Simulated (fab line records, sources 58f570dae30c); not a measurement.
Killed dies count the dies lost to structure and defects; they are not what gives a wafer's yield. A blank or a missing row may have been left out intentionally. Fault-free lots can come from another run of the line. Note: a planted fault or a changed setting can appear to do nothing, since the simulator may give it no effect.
What tool caused it? / flow berkeleyCmos170 / 42 wafers from 14 lots sampled at 6 of the route's 331 steps

## WHAT THE GAUGES SHOWED, per wafer
UCB170_PLDD_OVL_MEAS_07. Usual: PLDD_OVL typically reads -4 nm, with standard deviation 4.6.
lot=L820; measured=day 7 18:35; on=overlay-02; PLDD_OVL (nm)=-3 7 -1; flag=
lot=L825; measured=day 8 03:55; on=overlay-02; PLDD_OVL (nm)=0 -8 0; flag=
lot=L822; measured=day 8 04:14; on=overlay-02; PLDD_OVL (nm)=2 2 -2; flag=
lot=L823; measured=day 8 04:48; on=overlay-02; PLDD_OVL (nm)=-8 1 -5; flag=
lot=L824; measured=day 8 05:10; on=overlay-02; PLDD_OVL (nm)=-12 -6 -4; flag=
lot=L828; measured=day 8 15:22; on=overlay-02; PLDD_OVL (nm)=-3 2 -6; flag=
lot=L827; measured=day 8 16:33; on=overlay-02; PLDD_OVL (nm)=-3 -4 -12; flag=
lot=L829; measured=day 9 11:43; on=overlay-02; PLDD_OVL (nm)=-5 -6 1; flag=
lot=L833; measured=day 10 02:32; on=overlay-02; PLDD_OVL (nm)=-3 2 1; flag=
lot=L831; measured=day 10 02:47; on=overlay-01; PLDD_OVL (nm)=-2 -12 -9; flag=
lot=L832; measured=day 10 03:02; on=overlay-02; PLDD_OVL (nm)=-12 -4 -12; flag=
lot=L835; measured=day 10 15:13; on=overlay-01; PLDD_OVL (nm)=3 -1 1; flag=
lot=L842; measured=day 12 01:11; on=overlay-01; PLDD_OVL (nm)=1 -10 -7; flag=
lot=L843; measured=day 12 04:28; on=overlay-02; PLDD_OVL (nm)=-4 -5 -4; flag=

UCB170_SILICIDE_RS_MEAS_02: a four-point-probe measurement. Usual: SILICIDE_TI_RS typically reads 26.2 ohm/sq, with standard deviation 0.34.
lot=L820; measured=day 8 10:34; on=filmMetro-01; SILICIDE_TI_RS (ohm/sq)=25.9 26.0 26.0; flag=
lot=L825; measured=day 8 20:51; on=filmMetro-01; SILICIDE_TI_RS (ohm/sq)=26.4 26.2 25.8; flag=
lot=L822; measured=day 8 20:20; on=filmMetro-01; SILICIDE_TI_RS (ohm/sq)=26.4 26.7 26.3; flag=
lot=L823; measured=day 8 20:52; on=filmMetro-03; SILICIDE_TI_RS (ohm/sq)=25.2 25.6 25.7; flag=
lot=L824; measured=day 8 21:25; on=filmMetro-02; SILICIDE_TI_RS (ohm/sq)=26.0 25.8 25.8; flag=
lot=L828; measured=day 9 10:14; on=filmMetro-03; SILICIDE_TI_RS (ohm/sq)=25.9 25.7 26.1; flag=
lot=L827; measured=day 9 09:11; on=filmMetro-02; SILICIDE_TI_RS (ohm/sq)=25.9 26.1 26.0; flag=
lot=L829; measured=day 10 03:25; on=filmMetro-03; SILICIDE_TI_RS (ohm/sq)=26.4 26.0 26.0; flag=
lot=L833; measured=day 10 20:50; on=filmMetro-03; SILICIDE_TI_RS (ohm/sq)=26.3 25.8 26.2; flag=
lot=L831; measured=day 10 20:11; on=filmMetro-02; SILICIDE_TI_RS (ohm/sq)=26.4 26.4 26.8; flag=
lot=L832; measured=day 10 20:25; on=filmMetro-03; SILICIDE_TI_RS (ohm/sq)=26.3 26.7 26.6; flag=
lot=L835; measured=day 11 06:31; on=filmMetro-01; SILICIDE_TI_RS (ohm/sq)=26.1 26.3 26.2; flag=
lot=L842; measured=day 12 18:49; on=filmMetro-03; SILICIDE_TI_RS (ohm/sq)=60.4 60.5 60.4; flag=OFF
lot=L843; measured=day 12 19:18; on=filmMetro-02; SILICIDE_TI_RS (ohm/sq)=56.4 56.8 56.4; flag=OFF

UCB170_SILICIDE_THK_MEAS_03: measures by xrf. Usual: SILICIDE_TI_THK typically reads 30.0 nm, with standard deviation 0.37.
lot=L820; measured=day 8 10:41; on=filmMetro-01; SILICIDE_TI_THK (nm)=30.4 30.3 30.2; flag=
lot=L825; measured=day 8 20:58; on=filmMetro-01; SILICIDE_TI_THK (nm)=30.1 30.2 30.3; flag=
lot=L822; measured=day 8 20:27; on=filmMetro-01; SILICIDE_TI_THK (nm)=29.9 29.5 30.1; flag=
lot=L823; measured=day 8 20:59; on=filmMetro-03; SILICIDE_TI_THK (nm)=30.7 30.2 30.3; flag=
lot=L824; measured=day 8 21:31; on=filmMetro-02; SILICIDE_TI_THK (nm)=30.4 30.6 30.7; flag=
lot=L828; measured=day 9 10:21; on=filmMetro-03; SILICIDE_TI_THK (nm)=30.3 30.6 30.2; flag=
lot=L827; measured=day 9 09:19; on=filmMetro-02; SILICIDE_TI_THK (nm)=30.4 30.3 30.4; flag=
lot=L829; measured=day 10 03:31; on=filmMetro-03; SILICIDE_TI_THK (nm)=29.7 29.9 30.0; flag=
lot=L833; measured=day 10 20:57; on=filmMetro-03; SILICIDE_TI_THK (nm)=29.8 30.2 29.9; flag=
lot=L831; measured=day 10 20:19; on=filmMetro-02; SILICIDE_TI_THK (nm)=29.7 30.0 29.5; flag=
lot=L832; measured=day 10 20:31; on=filmMetro-03; SILICIDE_TI_THK (nm)=29.5 29.2 29.3; flag=
lot=L835; measured=day 11 06:38; on=filmMetro-01; SILICIDE_TI_THK (nm)=30.3 29.9 30.2; flag=
lot=L842; measured=day 12 18:56; on=filmMetro-03; SILICIDE_TI_THK (nm)=14.9 15.0 15.0; flag=OFF
lot=L843; measured=day 12 19:25; on=filmMetro-02; SILICIDE_TI_THK (nm)=15.9 15.8 16.0; flag=OFF

## TOOL THAT RAN EACH LOT (tool first, then ch and the chambers of the sampled wafers, then the start)
lot=L820; UCB170_PLDD_STRIP_10=plasmaAsher-03 ch 0,1, day 7 18:55; UCB170_NLDD_STRIP_10=plasmaAsher-02 ch 0,1, day 7 21:16; UCB170_SILICIDE_SPUTTER_01=pvdSputter-03, day 8 10:31
lot=L825; UCB170_PLDD_STRIP_10=plasmaAsher-01 ch 0,1, day 8 04:16; UCB170_NLDD_STRIP_10=plasmaAsher-03 ch 0,1, day 8 06:22; UCB170_SILICIDE_SPUTTER_01=pvdSputter-03, day 8 20:49
lot=L822; UCB170_PLDD_STRIP_10=plasmaAsher-03 ch 0,1, day 8 04:34; UCB170_NLDD_STRIP_10=plasmaAsher-03 ch 0, day 8 06:59; UCB170_SILICIDE_SPUTTER_01=pvdSputter-02, day 8 20:18
lot=L823; UCB170_PLDD_STRIP_10=plasmaAsher-04 ch 0,1, day 8 05:08; UCB170_NLDD_STRIP_10=plasmaAsher-03 ch 1, day 8 07:49; UCB170_SILICIDE_SPUTTER_01=pvdSputter-04, day 8 20:49
lot=L824; UCB170_PLDD_STRIP_10=plasmaAsher-03 ch 1, day 8 05:29; UCB170_NLDD_STRIP_10=plasmaAsher-02 ch 0,1, day 8 08:05; UCB170_SILICIDE_SPUTTER_01=pvdSputter-02, day 8 21:22
lot=L828; UCB170_PLDD_STRIP_10=plasmaAsher-04 ch 0,1, day 8 15:43; UCB170_NLDD_STRIP_10=plasmaAsher-02 ch 0,1, day 8 19:22; UCB170_SILICIDE_SPUTTER_01=pvdSputter-03, day 9 10:12
lot=L827; UCB170_PLDD_STRIP_10=plasmaAsher-03 ch 0,1, day 8 16:53; UCB170_NLDD_STRIP_10=plasmaAsher-01 ch 0,1, day 8 19:29; UCB170_SILICIDE_SPUTTER_01=pvdSputter-04, day 9 09:10
lot=L829; UCB170_PLDD_STRIP_10=plasmaAsher-01 ch 0,1, day 9 12:02; UCB170_NLDD_STRIP_10=plasmaAsher-01 ch 0,1, day 9 14:58; UCB170_SILICIDE_SPUTTER_01=pvdSputter-02, day 10 03:20
lot=L833; UCB170_PLDD_STRIP_10=plasmaAsher-01 ch 0,1, day 10 02:52; UCB170_NLDD_STRIP_10=plasmaAsher-02 ch 0,1, day 10 04:55; UCB170_SILICIDE_SPUTTER_01=pvdSputter-02, day 10 20:48
lot=L831; UCB170_PLDD_STRIP_10=plasmaAsher-04 ch 0,1, day 10 03:07; UCB170_NLDD_STRIP_10=plasmaAsher-01 ch 0,1, day 10 05:05; UCB170_SILICIDE_SPUTTER_01=pvdSputter-02, day 10 20:10
lot=L832; UCB170_PLDD_STRIP_10=plasmaAsher-01 ch 0,1, day 10 03:22; UCB170_NLDD_STRIP_10=plasmaAsher-03 ch 0,1, day 10 05:11; UCB170_SILICIDE_SPUTTER_01=pvdSputter-03, day 10 20:22
lot=L835; UCB170_PLDD_STRIP_10=plasmaAsher-01 ch 0,1, day 10 15:33; UCB170_NLDD_STRIP_10=plasmaAsher-03 ch 0,1, day 10 18:41; UCB170_SILICIDE_SPUTTER_01=pvdSputter-02, day 11 06:29
lot=L842; UCB170_PLDD_STRIP_10=plasmaAsher-04 ch 0,1, day 12 01:31; UCB170_NLDD_STRIP_10=plasmaAsher-01 ch 0,1, day 12 04:32; UCB170_SILICIDE_SPUTTER_01=pvdSputter-02, day 12 18:46
lot=L843; UCB170_PLDD_STRIP_10=plasmaAsher-04 ch 0, day 12 04:48; UCB170_NLDD_STRIP_10=plasmaAsher-01 ch 0,1, day 12 06:59; UCB170_SILICIDE_SPUTTER_01=pvdSputter-02, day 12 19:15
- UCB170_PLDD_STRIP_10: strips in O2.
- UCB170_NLDD_STRIP_10: strips in O2.
- UCB170_SILICIDE_SPUTTER_01: material Ti, target thk 30 nm, time 25 s.

## WHAT THE TOOLS THEMSELVES READ (means of the sampled wafers that have a number; where no wafer has one, the mark that the record gives instead)
UCB170_PLDD_STRIP_10. Usual: drypumpMotorCurrentA 5.42 A, standard deviation 0.27; oesProductAu 0.735 a.u., standard deviation 0.0045; stripTimeToEndpointS 21.59 s, standard deviation 0.077.
lot=L820; tool=plasmaAsher-03; drypumpMotorCurrentA (A)=5.69; oesProductAu (a.u.)=0.735; stripTimeToEndpointS (s)=21.65; flag=
lot=L825; tool=plasmaAsher-01; drypumpMotorCurrentA (A)=5.46; oesProductAu (a.u.)=0.739; stripTimeToEndpointS (s)=21.49; flag=
lot=L822; tool=plasmaAsher-03; drypumpMotorCurrentA (A)=5.72; oesProductAu (a.u.)=0.735; stripTimeToEndpointS (s)=21.60; flag=
lot=L823; tool=plasmaAsher-04; drypumpMotorCurrentA (A)=5.11; oesProductAu (a.u.)=0.732; stripTimeToEndpointS (s)=21.50; flag=
lot=L824; tool=plasmaAsher-03; drypumpMotorCurrentA (A)=5.81; oesProductAu (a.u.)=0.736; stripTimeToEndpointS (s)=21.59; flag=
lot=L828; tool=plasmaAsher-04; drypumpMotorCurrentA (A)=5.26; oesProductAu (a.u.)=0.735; stripTimeToEndpointS (s)=21.55; flag=
lot=L827; tool=plasmaAsher-03; drypumpMotorCurrentA (A)=5.67; oesProductAu (a.u.)=0.734; stripTimeToEndpointS (s)=21.68; flag=
lot=L829; tool=plasmaAsher-01; drypumpMotorCurrentA (A)=5.45; oesProductAu (a.u.)=0.737; stripTimeToEndpointS (s)=21.60; flag=
lot=L833; tool=plasmaAsher-01; drypumpMotorCurrentA (A)=5.30; oesProductAu (a.u.)=0.733; stripTimeToEndpointS (s)=21.51; flag=
lot=L831; tool=plasmaAsher-04; drypumpMotorCurrentA (A)=5.25; oesProductAu (a.u.)=0.736; stripTimeToEndpointS (s)=21.57; flag=
lot=L832; tool=plasmaAsher-01; drypumpMotorCurrentA (A)=5.32; oesProductAu (a.u.)=0.735; stripTimeToEndpointS (s)=21.60; flag=
lot=L835; tool=plasmaAsher-01; drypumpMotorCurrentA (A)=5.45; oesProductAu (a.u.)=0.730; stripTimeToEndpointS (s)=21.54; flag=
lot=L842; tool=plasmaAsher-04; drypumpMotorCurrentA (A)=5.24; oesProductAu (a.u.)=0.733; stripTimeToEndpointS (s)=21.58; flag=
lot=L843; tool=plasmaAsher-04; drypumpMotorCurrentA (A)=5.36; oesProductAu (a.u.)=0.740; stripTimeToEndpointS (s)=21.73; flag=

UCB170_NLDD_STRIP_10. Usual: drypumpMotorCurrentA 5.6 A, standard deviation 0.4; oesProductAu 0.734 a.u., standard deviation 0.0049; stripTimeToEndpointS 21.60 s, standard deviation 0.061.
lot=L820; tool=plasmaAsher-02; drypumpMotorCurrentA (A)=5.8; oesProductAu (a.u.)=0.732; stripTimeToEndpointS (s)=21.64; flag=
lot=L825; tool=plasmaAsher-03; drypumpMotorCurrentA (A)=5.7; oesProductAu (a.u.)=0.734; stripTimeToEndpointS (s)=21.58; flag=
lot=L822; tool=plasmaAsher-03; drypumpMotorCurrentA (A)=5.6; oesProductAu (a.u.)=0.734; stripTimeToEndpointS (s)=21.58; flag=
lot=L823; tool=plasmaAsher-03; drypumpMotorCurrentA (A)=5.8; oesProductAu (a.u.)=0.732; stripTimeToEndpointS (s)=21.63; flag=
lot=L824; tool=plasmaAsher-02; drypumpMotorCurrentA (A)=5.8; oesProductAu (a.u.)=0.738; stripTimeToEndpointS (s)=21.54; flag=
lot=L828; tool=plasmaAsher-02; drypumpMotorCurrentA (A)=5.9; oesProductAu (a.u.)=0.735; stripTimeToEndpointS (s)=21.64; flag=
lot=L827; tool=plasmaAsher-01; drypumpMotorCurrentA (A)=5.3; oesProductAu (a.u.)=0.735; stripTimeToEndpointS (s)=21.66; flag=
lot=L829; tool=plasmaAsher-01; drypumpMotorCurrentA (A)=5.5; oesProductAu (a.u.)=0.731; stripTimeToEndpointS (s)=21.61; flag=
lot=L833; tool=plasmaAsher-02; drypumpMotorCurrentA (A)=5.8; oesProductAu (a.u.)=0.736; stripTimeToEndpointS (s)=21.61; flag=
lot=L831; tool=plasmaAsher-01; drypumpMotorCurrentA (A)=5.5; oesProductAu (a.u.)=0.734; stripTimeToEndpointS (s)=21.63; flag=
lot=L832; tool=plasmaAsher-03; drypumpMotorCurrentA (A)=5.7; oesProductAu (a.u.)=0.730; stripTimeToEndpointS (s)=21.63; flag=
lot=L835; tool=plasmaAsher-03; drypumpMotorCurrentA (A)=5.7; oesProductAu (a.u.)=0.730; stripTimeToEndpointS (s)=21.43; flag=
lot=L842; tool=plasmaAsher-01; drypumpMotorCurrentA (A)=5.3; oesProductAu (a.u.)=0.735; stripTimeToEndpointS (s)=21.68; flag=
lot=L843; tool=plasmaAsher-01; drypumpMotorCurrentA (A)=5.3; oesProductAu (a.u.)=0.733; stripTimeToEndpointS (s)=21.62; flag=

UCB170_SILICIDE_SPUTTER_01. Usual: 30.0 % for throttleValvePct, sd 1.1.
lot=L820; tool=pvdSputter-03; throttleValvePct (%)=29.0; flag=
lot=L825; tool=pvdSputter-03; throttleValvePct (%)=29.3; flag=
lot=L822; tool=pvdSputter-02; throttleValvePct (%)=31.0; flag=
lot=L823; tool=pvdSputter-04; throttleValvePct (%)=29.7; flag=
lot=L824; tool=pvdSputter-02; throttleValvePct (%)=30.7; flag=
lot=L828; tool=pvdSputter-03; throttleValvePct (%)=29.3; flag=
lot=L827; tool=pvdSputter-04; throttleValvePct (%)=29.3; flag=
lot=L829; tool=pvdSputter-02; throttleValvePct (%)=30.5; flag=
lot=L833; tool=pvdSputter-02; throttleValvePct (%)=31.4; flag=
lot=L831; tool=pvdSputter-02; throttleValvePct (%)=30.9; flag=
lot=L832; tool=pvdSputter-03; throttleValvePct (%)=29.8; flag=
lot=L835; tool=pvdSputter-02; throttleValvePct (%)=30.9; flag=
lot=L842; tool=pvdSputter-02; throttleValvePct (%)=30.9; flag=
lot=L843; tool=pvdSputter-02; throttleValvePct (%)=30.5; flag=

## THE ANSWER, worked out from the rows above alone
Rule: a lot is off if the mean of its wafers that have a number lies more than 3 standard deviations from the usual mean. A lot without any number at a reading at which 4 lots or more have one is off too. All remaining lots with rows at the step are treated as sound. Order of review: gauges by route order, followed by the tools' own readings, for which a lot's mean as printed above is used. The first step at which some lot is off is used, and at that step the reading that is off furthest; a lot without a number counts as furthest.
Off: L842, L843, seen at UCB170_SILICIDE_RS_MEAS_02 (SILICIDE_TI_RS).
A tool fits if, at a process step before that reading, it ran every lot that is off, and no sound lot after the first of them. The gauges at UCB170_SILICIDE_RS_MEAS_02 are tried like those tools. Can't be told from this: 3 tools fit, plasmaAsher-04 at UCB170_PLDD_STRIP_10, plasmaAsher-01 at UCB170_NLDD_STRIP_10, pvdSputter-02 at UCB170_SILICIDE_SPUTTER_01.

## WHAT THE SIMULATOR PUT IN
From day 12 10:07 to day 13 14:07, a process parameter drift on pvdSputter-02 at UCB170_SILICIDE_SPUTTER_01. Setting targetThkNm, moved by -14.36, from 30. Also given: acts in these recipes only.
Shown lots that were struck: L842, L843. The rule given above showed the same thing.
